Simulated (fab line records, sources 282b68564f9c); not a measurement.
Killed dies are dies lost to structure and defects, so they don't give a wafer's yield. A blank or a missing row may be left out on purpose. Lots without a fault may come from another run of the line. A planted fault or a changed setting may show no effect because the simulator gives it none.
A sampling plan put to the test | flow rit_cmos | one fab line, 35 faults that these records tell of, each judged on the records of the lots that it struck
The plan is the line's own looks: the steps of the route at which a gauge or an inspection reads the wafer and doesn't change it. A look can be judged if struck wafers have a number there and the file gives its usual mean and standard deviation on fault-free wafers. Caught: at a look after the fault's first step, the mean of the struck wafers lies 4 or more of those standard deviations (sigma) from the usual mean. On the tool: the same test on the tool's own readings at the fault's steps. Another recipe on the struck wafers, or a record that is blank for them alone, also counts as caught.

THE FAULTS, as the simulator had put them in
1. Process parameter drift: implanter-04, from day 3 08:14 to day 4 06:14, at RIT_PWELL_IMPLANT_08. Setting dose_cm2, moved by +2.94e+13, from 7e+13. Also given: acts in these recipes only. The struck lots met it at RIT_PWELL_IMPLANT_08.
2. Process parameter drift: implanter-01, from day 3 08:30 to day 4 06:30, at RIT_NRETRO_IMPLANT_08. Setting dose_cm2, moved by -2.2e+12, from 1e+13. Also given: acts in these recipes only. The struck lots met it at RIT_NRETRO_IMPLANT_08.
3. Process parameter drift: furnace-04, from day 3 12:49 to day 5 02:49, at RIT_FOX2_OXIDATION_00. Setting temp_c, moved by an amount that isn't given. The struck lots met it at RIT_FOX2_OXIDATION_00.
4. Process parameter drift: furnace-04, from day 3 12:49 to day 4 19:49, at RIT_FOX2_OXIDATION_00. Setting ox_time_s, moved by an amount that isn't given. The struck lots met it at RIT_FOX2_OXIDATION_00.
5. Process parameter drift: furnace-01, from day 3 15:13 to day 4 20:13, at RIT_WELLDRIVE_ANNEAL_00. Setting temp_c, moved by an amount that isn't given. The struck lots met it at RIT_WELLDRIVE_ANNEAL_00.
6. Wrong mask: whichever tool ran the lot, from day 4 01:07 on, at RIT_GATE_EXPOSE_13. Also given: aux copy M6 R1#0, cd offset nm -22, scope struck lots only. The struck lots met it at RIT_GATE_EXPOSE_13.
7. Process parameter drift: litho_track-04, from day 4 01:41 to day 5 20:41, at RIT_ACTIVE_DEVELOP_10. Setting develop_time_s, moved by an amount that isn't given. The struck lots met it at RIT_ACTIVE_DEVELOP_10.
8. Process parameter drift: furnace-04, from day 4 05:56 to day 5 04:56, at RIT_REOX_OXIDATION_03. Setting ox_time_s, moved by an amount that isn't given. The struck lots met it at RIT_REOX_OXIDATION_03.
9. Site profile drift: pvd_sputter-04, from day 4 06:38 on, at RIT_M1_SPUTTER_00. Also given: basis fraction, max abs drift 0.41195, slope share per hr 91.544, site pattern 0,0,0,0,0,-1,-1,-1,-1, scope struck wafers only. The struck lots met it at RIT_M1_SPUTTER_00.
10. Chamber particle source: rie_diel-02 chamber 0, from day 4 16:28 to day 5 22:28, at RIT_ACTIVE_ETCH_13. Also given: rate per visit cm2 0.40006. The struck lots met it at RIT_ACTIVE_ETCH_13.
11. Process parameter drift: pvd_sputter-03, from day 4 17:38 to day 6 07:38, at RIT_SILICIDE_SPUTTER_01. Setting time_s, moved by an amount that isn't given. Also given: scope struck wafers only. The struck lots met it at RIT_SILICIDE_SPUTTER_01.
12. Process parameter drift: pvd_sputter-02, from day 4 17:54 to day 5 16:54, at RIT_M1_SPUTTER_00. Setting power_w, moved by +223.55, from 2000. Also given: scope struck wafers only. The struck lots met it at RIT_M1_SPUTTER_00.
13. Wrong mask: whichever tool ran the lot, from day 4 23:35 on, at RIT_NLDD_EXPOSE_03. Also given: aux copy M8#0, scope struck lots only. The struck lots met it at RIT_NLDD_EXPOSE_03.
14. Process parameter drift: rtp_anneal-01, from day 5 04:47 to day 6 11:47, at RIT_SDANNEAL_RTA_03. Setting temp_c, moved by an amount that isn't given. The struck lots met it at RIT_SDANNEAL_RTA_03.
15. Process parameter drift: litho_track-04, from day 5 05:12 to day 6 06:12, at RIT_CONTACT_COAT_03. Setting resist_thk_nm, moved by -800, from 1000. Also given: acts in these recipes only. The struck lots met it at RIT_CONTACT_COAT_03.
16. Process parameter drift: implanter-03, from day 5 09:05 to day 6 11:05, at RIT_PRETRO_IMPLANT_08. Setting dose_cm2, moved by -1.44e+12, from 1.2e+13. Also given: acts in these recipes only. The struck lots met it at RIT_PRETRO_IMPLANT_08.
17. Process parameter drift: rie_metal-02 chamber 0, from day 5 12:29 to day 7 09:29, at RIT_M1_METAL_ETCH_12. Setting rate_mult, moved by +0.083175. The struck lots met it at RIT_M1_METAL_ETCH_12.
18. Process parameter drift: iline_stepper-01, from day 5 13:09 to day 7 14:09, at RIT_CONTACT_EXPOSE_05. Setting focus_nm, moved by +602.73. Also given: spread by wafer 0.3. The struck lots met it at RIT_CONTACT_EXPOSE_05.
19. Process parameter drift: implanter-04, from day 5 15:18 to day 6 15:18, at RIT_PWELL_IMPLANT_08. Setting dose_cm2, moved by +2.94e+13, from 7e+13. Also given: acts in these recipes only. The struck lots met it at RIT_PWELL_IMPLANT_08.
20. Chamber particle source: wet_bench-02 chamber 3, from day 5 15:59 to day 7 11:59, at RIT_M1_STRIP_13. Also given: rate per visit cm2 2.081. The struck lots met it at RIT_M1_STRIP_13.
21. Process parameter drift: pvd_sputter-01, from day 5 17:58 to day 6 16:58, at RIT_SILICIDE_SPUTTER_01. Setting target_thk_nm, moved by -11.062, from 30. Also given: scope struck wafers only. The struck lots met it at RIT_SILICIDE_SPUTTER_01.
22. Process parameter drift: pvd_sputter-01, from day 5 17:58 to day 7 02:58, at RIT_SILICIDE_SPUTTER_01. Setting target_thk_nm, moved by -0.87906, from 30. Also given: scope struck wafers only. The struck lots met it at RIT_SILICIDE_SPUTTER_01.
23. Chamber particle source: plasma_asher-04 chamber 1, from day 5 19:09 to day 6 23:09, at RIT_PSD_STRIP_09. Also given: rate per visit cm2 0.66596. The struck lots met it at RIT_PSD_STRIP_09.
24. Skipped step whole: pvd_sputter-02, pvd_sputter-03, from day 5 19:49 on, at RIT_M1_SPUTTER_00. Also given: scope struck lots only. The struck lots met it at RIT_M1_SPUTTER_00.
25. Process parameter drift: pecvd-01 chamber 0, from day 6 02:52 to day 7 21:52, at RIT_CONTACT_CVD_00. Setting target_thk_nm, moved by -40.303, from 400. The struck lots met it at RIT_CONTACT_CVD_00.
26. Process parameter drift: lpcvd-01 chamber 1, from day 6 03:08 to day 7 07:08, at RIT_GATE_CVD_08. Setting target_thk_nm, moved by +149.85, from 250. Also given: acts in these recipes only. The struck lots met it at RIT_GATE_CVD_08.
27. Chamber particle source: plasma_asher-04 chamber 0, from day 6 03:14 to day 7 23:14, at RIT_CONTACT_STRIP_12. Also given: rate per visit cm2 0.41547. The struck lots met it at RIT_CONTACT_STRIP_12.
28. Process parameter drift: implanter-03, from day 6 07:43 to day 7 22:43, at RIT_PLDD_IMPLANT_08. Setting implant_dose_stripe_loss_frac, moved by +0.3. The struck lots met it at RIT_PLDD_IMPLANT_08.
29. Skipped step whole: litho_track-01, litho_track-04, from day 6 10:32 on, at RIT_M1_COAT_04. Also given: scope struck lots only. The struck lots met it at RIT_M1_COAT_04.
30. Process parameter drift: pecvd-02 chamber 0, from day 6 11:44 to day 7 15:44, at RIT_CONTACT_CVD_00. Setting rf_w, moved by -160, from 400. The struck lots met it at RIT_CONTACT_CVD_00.
31. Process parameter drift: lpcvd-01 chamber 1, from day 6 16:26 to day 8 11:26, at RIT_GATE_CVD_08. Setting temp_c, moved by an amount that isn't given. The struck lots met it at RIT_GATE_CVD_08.
32. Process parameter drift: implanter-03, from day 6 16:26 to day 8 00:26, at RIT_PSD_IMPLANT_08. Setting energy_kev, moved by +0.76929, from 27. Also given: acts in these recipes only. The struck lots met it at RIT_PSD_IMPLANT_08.
33. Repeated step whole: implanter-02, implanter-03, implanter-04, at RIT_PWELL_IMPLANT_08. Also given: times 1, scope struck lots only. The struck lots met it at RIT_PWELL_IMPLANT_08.
34. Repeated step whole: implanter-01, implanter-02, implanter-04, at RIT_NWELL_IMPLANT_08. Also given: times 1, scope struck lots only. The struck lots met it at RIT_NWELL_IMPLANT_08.
35. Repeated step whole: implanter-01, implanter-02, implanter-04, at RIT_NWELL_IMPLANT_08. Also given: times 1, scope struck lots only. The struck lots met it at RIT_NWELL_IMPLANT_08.

WHAT THE PLAN SAW
fault | on the tool itself                               | first look that catches it                      | reading, sigma                                             | median hours from its first step to that look | hours from the fault's start to the first struck lot there | judged looks passed uncaught
1     | dose_ions_cm2 +99 or beyond sigma                | RIT_PWELL_TW_MEAS_10                            | PWELL_TW +10                                               | 0.3                                           | 3                                                          | 0
2     | dose_ions_cm2 -99 or beyond sigma                | RIT_NRETRO_TW_MEAS_10                           | NRETRO_TW -7.7                                             | 0.3                                           | 2                                                          | 0
3     | tube_center_temp_C -99 or beyond sigma           | RIT_FOX2_THK_MEAS_01                            | FOX2_OXIDE_THK -12                                         | 1.3                                           | 9                                                          | 0
4     | no reading that can be judged                    | RIT_FOX2_THK_MEAS_01                            | FOX2_OXIDE_THK -4.1                                        | 1.3                                           | 9                                                          | 0
5     | tube_center_temp_C -99 or beyond sigma           | RIT_WELLDRIVE_RS_MEAS_01                        | NWELL_RS +99 or beyond                                     | 5.1                                           | 16                                                         | 0
6     | no reading that can be judged                    | RIT_GATE_CD_MEAS_16                             | cd_nm -12                                                  | 0.4                                           | 5                                                          | 0
7     | no reading that can be judged                    | no look after it can be judged                  | -                                                          | -                                             | -                                                          | 0
8     | under 2 sigma                                    | RIT_REOX_THK_MEAS_04                            | REOX_OXIDE_THK +17                                         | 2.6                                           | 8                                                          | 0
9     | under 2 sigma                                    | RIT_M1_RS_MEAS_01                               | M1_AL_RS +25                                               | 0.3                                           | 10                                                         | 0
10    | under 2 sigma                                    | none of the 6 looks that can be judged after it | -                                                          | -                                             | -                                                          | 6
11    | under 2 sigma                                    | RIT_SILICIDE_RS_MEAS_02                         | SILICIDE_TI_RS +6.6                                        | 0.1                                           | 16                                                         | 0
12    | cathode_dc_power_W +99 or beyond sigma           | RIT_M1_RS_MEAS_01                               | M1_AL_RS -8.9                                              | 0.3                                           | 17                                                         | 0
13    | under 2 sigma                                    | RIT_NLDD_TW_MEAS_10                             | NLDD_TW -99 or beyond                                      | 0.9                                           | 2                                                          | 0
14    | wafer_temp_C_max -18 sigma                       | RIT_SDANNEAL_RS_MEAS_04                         | PSD_RS +43                                                 | 0.1                                           | 4                                                          | 0
15    | under 2 sigma                                    | RIT_CONTACT_CD_MEAS_08                          | cd_nm +51                                                  | 0.8                                           | 4                                                          | 0
16    | dose_ions_cm2 -99 or beyond sigma                | not the one look that can be judged after it    | strongest: PRETRO_TW at RIT_PRETRO_TW_MEAS_10, -3.0        | -                                             | -                                                          | 1
17    | under 2 sigma                                    | no look after it can be judged                  | -                                                          | -                                             | -                                                          | 0
18    | exposure_dose_mJ_cm2 -14 sigma                   | RIT_CONTACT_CD_MEAS_08                          | cd_nm +4.9                                                 | 0.6                                           | 17                                                         | 0
19    | dose_ions_cm2 +99 or beyond sigma                | RIT_PWELL_TW_MEAS_10                            | PWELL_TW +8.7                                              | 0.3                                           | 3                                                          | 0
20    | no reading that can be judged                    | no look after it can be judged                  | -                                                          | -                                             | -                                                          | 0
21    | only faintly: throttle_valve_pct +2.0 sigma      | RIT_SILICIDE_RS_MEAS_02                         | SILICIDE_TI_RS +53                                         | 0.2                                           | 4                                                          | 0
22    | under 2 sigma                                    | none of the 2 looks that can be judged after it | strongest: SILICIDE_TI_RS at RIT_SILICIDE_RS_MEAS_02, +2.6 | -                                             | -                                                          | 2
23    | under 2 sigma                                    | no look after it can be judged                  | -                                                          | -                                             | -                                                          | 0
24    | the tool's record is blank for the struck wafers | no look after it can be judged                  | -                                                          | -                                             | -                                                          | 0
25    | under 2 sigma                                    | RIT_CONTACT_THK_MEAS_01                         | CONTACT_TEOS_THK -8.3                                      | 0.0                                           | 7                                                          | 0
26    | only faintly: spike_tc_load_C -2.3 sigma         | RIT_GATE_THK_MEAS_09                            | GATE_POLY_THK +53                                          | 1.6                                           | 21                                                         | 0
27    | under 2 sigma                                    | no look after it can be judged                  | -                                                          | -                                             | -                                                          | 0
28    | under 2 sigma                                    | RIT_SDANNEAL_RS_MEAS_06                         | PLDD_RS +12                                                | 7.3                                           | 10                                                         | 1
29    | the tool's record is blank for the struck wafers | no look after it can be judged                  | -                                                          | -                                             | -                                                          | 0
30    | rf_fwd_power_W -89 sigma                         | RIT_CONTACT_THK_MEAS_01                         | CONTACT_TEOS_THK -11                                       | 0.1                                           | 6                                                          | 0
31    | susceptor_temp_C +54 sigma                       | RIT_GATE_THK_MEAS_09                            | GATE_POLY_THK +37                                          | 1.6                                           | 8                                                          | 0
32    | beam_energy_keV +89 sigma                        | RIT_SDANNEAL_RS_MEAS_04                         | PSD_RS -4.9                                                | 0.9                                           | 10                                                         | 0
33    | under 2 sigma                                    | RIT_PWELL_TW_MEAS_10                            | PWELL_TW +19                                               | 0.6                                           | -                                                          | 0
34    | no reading that can be judged                    | RIT_NWELL_TW_MEAS_10                            | NWELL_TW +20                                               | 0.6                                           | -                                                          | 0
35    | no reading that can be judged                    | RIT_NWELL_TW_MEAS_10                            | NWELL_TW +20                                               | 0.6                                           | -                                                          | 0
A dash: the fault isn't caught, or these records don't give the number.

Caught at a look: 25 of 35. Caught on the tool: 14 of 35. By one or the other: 28 of 35.
Caught on the tool alone: faults 16, 24, 29.
Caught at a look alone: faults 4, 6, 8, 9, 11, 13, 15, 21, 25, 26, 28, 33, 34, 35.
Caught by neither: faults 7, 10, 17, 20, 22, 23, 27.

THINNER SAMPLING
If the look that catches a fault measured only every second or every third lot, by lot number, the first struck lot would be measured this late in the worst case:
fault | struck lots at that look, in order of time | every lot | every second lot | every third lot
1     | L207, L208                                 | 3 h       | 13 h             | may miss all 2
2     | L669, L672                                 | 2 h       | 19 h             | may miss all 2
3     | L957, L959                                 | 9 h       | may miss all 2   | may miss all 2
4     | L357, L359                                 | 9 h       | may miss all 2   | may miss all 2
5     | L881, L882                                 | 16 h      | 16 h             | may miss all 2
6     | L169                                       | 5 h       | may miss it      | may miss it
8     | L220, L221                                 | 8 h       | 16 h             | may miss all 2
9     | L242, L244                                 | 10 h      | may miss all 2   | may miss all 2
11    | L833                                       | 16 h      | may miss it      | may miss it
12    | L693                                       | 17 h      | may miss it      | may miss it
13    | L754                                       | 2 h       | may miss it      | may miss it
14    | L857, L859                                 | 4 h       | may miss all 2   | may miss all 2
15    | L235, L237                                 | 4 h       | may miss all 2   | may miss all 2
18    | L259                                       | 17 h      | may miss it      | may miss it
19    | L868, L869                                 | 3 h       | 7 h              | may miss all 2
21    | L246                                       | 4 h       | may miss it      | may miss it
25    | L847, L850                                 | 7 h       | 24 h             | may miss all 2
26    | L923                                       | 21 h      | may miss it      | may miss it
28    | L397, L399                                 | 10 h      | may miss all 2   | may miss all 2
30    | L291, L294                                 | 6 h       | 24 h             | may miss all 2
31    | L930, L931                                 | 8 h       | 15 h             | may miss all 2
32    | L801, L803, L805                           | 10 h      | may miss all 3   | 29 h
Hours are from the fault's start to the first struck lot that is measured. The limit of 4 sigma was tested on all struck wafers together, so one lot alone may lie under it. Other struck lots may not be in these records.

THE LONGEST TIMED WAY FROM STEP TO LOOK
Fault 28: a median of 7.3 hours passes between RIT_PLDD_IMPLANT_08 and RIT_SDANNEAL_RS_MEAS_06. The look between them that can be judged stayed within 4 sigma: RIT_PSD_TW_MEAS_10.
